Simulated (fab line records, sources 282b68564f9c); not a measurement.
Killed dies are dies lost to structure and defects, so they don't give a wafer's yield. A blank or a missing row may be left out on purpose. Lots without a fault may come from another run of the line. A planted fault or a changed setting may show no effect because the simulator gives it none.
fab line records | flow rit_cmos
record lots=15 wafers=45 last_day=8
route steps=202 shown NWELL@36
lots that met no fault: from a run of the same line without faults
start_h: hours from the record's first day to the start of the lot's first wafer shown | wait_h: hours since the lot's step before | " the same as in the row above | L1.1+2: a row that stands for several wafers | - no value, or no start given | * or withheld: withheld | < > ~ a bound
route shown NAME@n: a module of which the file shows steps, and the number in the route of the first | usual: mean/standard deviation of fault-free wafers | same: alike in all rows | chamber/n: place in a boat | sites: the reading at each site | _std_site: their standard deviation | _edge_site: outer sites' mean less inner sites' | radius_mm: how far each site lies from the wafer's centre | mask NAME#n: copy n | behind: the tool/chamber that last shaped the wafer | hold: why the lot was held/for how many hours/how that ended | device: the transistor (n, p or np) that didn't switch | end of line: the same wafers' tests at the end of the route | a step without rows: its recipe alone | killed: dies lost to structure and defects at the first sort, not the wafer's yield | map: a wafer's dies, x killed, . not, _ none there
set.NAME: the setting as run; set.NAME@STEP: as run at that earlier step | model.NAME: the simulator's own value behind a step, which no gauge read
steps of the route over a sample of lots; a table a step, a row a wafer
services: from which hour (start_h, from the record's first day; less than 0 if before it) a tool's chamber was out of use, for how many hours, and why
## steps
# step RIT_NWELL_IMPLANT_08
# recipe species=P energy_kev=172.6 dose_cm2=5e+13 tilt_deg=7
# usual beam_on_s=9.99/0.21 dose_ions_cm2=5e+13/5.6e+10
# columns lot.wafer tool chamber start_h wait_h beam_on_s dose_ions_cm2
L486.1 implanter-03 0 30.59 0.2 9.76 4.998e+13
L486.3 " 0 " " 9.67 4.993e+13
L486.4 " 0 " " 10.04 4.998e+13
L487.3 implanter-03 0 33.09 0.2 9.54 5.002e+13
L487.5 " 0 " " 9.82 4.999e+13
L487.6 " 0 " " 9.81 5.003e+13
L488.2 implanter-03 0 37.98 0.2 10.26 4.99e+13
L488.5 " 0 " " 9.96 4.994e+13
L488.6 " 0 " " 10.30 4.996e+13
L489.3 implanter-04 0 46.48 0.2 9.99 5.008e+13
L489.4 " 0 " " 9.93 5.004e+13
L489.6 " 0 " " 9.92 5.008e+13
L490.1 implanter-03 0 48.99 0.2 9.97 5.007e+13
L490.3 " 0 " " 9.93 4.996e+13
L490.5 " 0 " " 10.09 5.007e+13
L491.3 implanter-04 0 52.38 0.2 10.07 4.986e+13
L491.4 " 0 " " 9.90 4.995e+13
L491.6 " 0 " " 10.24 5.002e+13
L492.1 implanter-04 0 65.39 0.2 9.94 4.801e+13
L492.2 " 0 " " 10.16 4.789e+13
L492.3 " 0 " " 9.74 4.799e+13
L494.1 implanter-04 0 71.75 0.2 9.73 4.796e+13
L494.2 " 0 " " 10.18 4.796e+13
L494.5 " 0 " " 9.73 4.788e+13
L495.2 implanter-04 0 76.47 0.2 9.77 4.798e+13
L495.5 " 0 " " 9.92 4.796e+13
L495.6 " 0 " " 10.23 4.8e+13
L498.2 implanter-03 0 87.00 0.2 10.05 5.005e+13
L498.3 " 0 " " 10.04 5.002e+13
L498.5 " 0 " " 9.99 5.002e+13
L503.2 implanter-03 0 116.99 0.2 9.75 5.002e+13
L503.5 " 0 " " 9.56 4.995e+13
L503.6 " 0 " " 9.55 5.007e+13
L504.2 implanter-02 0 121.32 0.2 9.98 4.998e+13
L504.5 " 0 " " 9.87 5.004e+13
L504.6 " 0 " " 9.94 5e+13
L505.1 implanter-02 0 125.03 0.2 9.78 5.001e+13
L505.2 " 0 " " 10.26 4.996e+13
L505.6 " 0 " " 10.67 4.993e+13
L506.4 implanter-03 0 134.60 0.2 10.18 5.002e+13
L506.5 " 0 " " 10.12 4.996e+13
L506.6 " 0 " " 10.02 5.004e+13
L508.2 implanter-02 0 150.47 0.2 10.32 4.995e+13
L508.3 " 0 " " 10.10 4.997e+13
L508.5 " 0 " " 10.69 5.005e+13
# step RIT_WELLDRIVE_RS_MEAS_01
# recipe thk_meas_gauge=four-point-probe
# usual NWELL_RS=275.5/0.85
# columns lot.wafer tool chamber start_h wait_h NWELL_RS[ohm/sq]
L486.1 film_metro-01 - 39.02 0.0 275.7
L486.3 " - " " 275.2
L486.4 " - " " 275.7
L487.3 film_metro-04 - 41.85 0.0 275.3
L487.5 " - " " 275.0
L487.6 " - " " 275.4
L488.2 film_metro-01 - 45.10 0.0 275.4
L488.5 " - " " 275.6
L488.6 " - " " 275.9
L489.3 film_metro-01 - 53.49 0.0 275.9
L489.4 " - " " 275.9
L489.6 " - " " 276.1
L490.1 film_metro-02 - 58.53 0.0 274.4
L490.3 " - " " 274.7
L490.5 " - " " 274.7
L491.3 film_metro-01 - 62.27 0.0 274.8
L491.4 " - " " 276.4
L491.6 " - " " 275.8
L492.1 film_metro-01 - 72.95 0.0 284.1
L492.2 " - " " 283.3
L492.3 " - " " 284.0
L494.1 film_metro-04 - 80.66 0.0 282.8
L494.2 " - " " 283.1
L494.5 " - " " 282.9
L495.2 film_metro-04 - 84.30 0.0 282.8
L495.5 " - " " 282.3
L495.6 " - " " 282.3
L498.2 film_metro-04 - 95.41 0.0 274.8
L498.3 " - " " 274.7
L498.5 " - " " 275.1
L503.2 film_metro-04 - 124.01 0.0 275.2
L503.5 " - " " 274.7
L503.6 " - " " 275.2
L504.2 film_metro-04 - 128.33 0.0 276.4
L504.5 " - " " 275.1
L504.6 " - " " 276.0
L505.1 film_metro-01 - 133.57 0.0 276.8
L505.2 " - " " 276.6
L505.6 " - " " 276.8
L506.4 film_metro-02 - 143.93 0.1 275.3
L506.5 " - " " 276.3
L506.6 " - " " 275.6
L508.2 film_metro-01 - 158.06 0.0 276.8
L508.3 " - " " 276.8
L508.5 " - " " 276.8
## services
# columns tool chamber start_h hours kind
implanter-04 - 30.57 3.9 repair
implanter-03 - 122.56 1.8 repair
implanter-04 - 125.08 2.3 repair
implanter-02 - 143.38 1.5 repair
## key
first_sign step=RIT_NWELL_IMPLANT_08 reading=dose_ions_cm2 direction=down sigmas=37 usual=5e+13 struck=4.796e+13
effect step=RIT_WELLDRIVE_RS_MEAS_01 reading=NWELL_RS direction=up sigmas=8.9 usual=275.5 struck=283.1
met_at RIT_NWELL_IMPLANT_08
struck_lots L492,L494,L495
tester_left_out L492,L494,L495
onset_between 52.38 65.39
fault kind=process_parameter_drift tool=implanter-04 chamber=- onset_h=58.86 steps=RIT_NWELL_IMPLANT_08 channel=dose_cm2 offset=-2e+12 shape=step end_h=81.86 acts_in=these_recipes_only stated=5e+13
# tester_left_out: of these lots the tester's yield and bins aren't shown, on N5 and GAA mostly nor the transistor test; their killed dies are dies lost to structure and defects alone, not to doping, threshold or leakage, so they don't give the yield
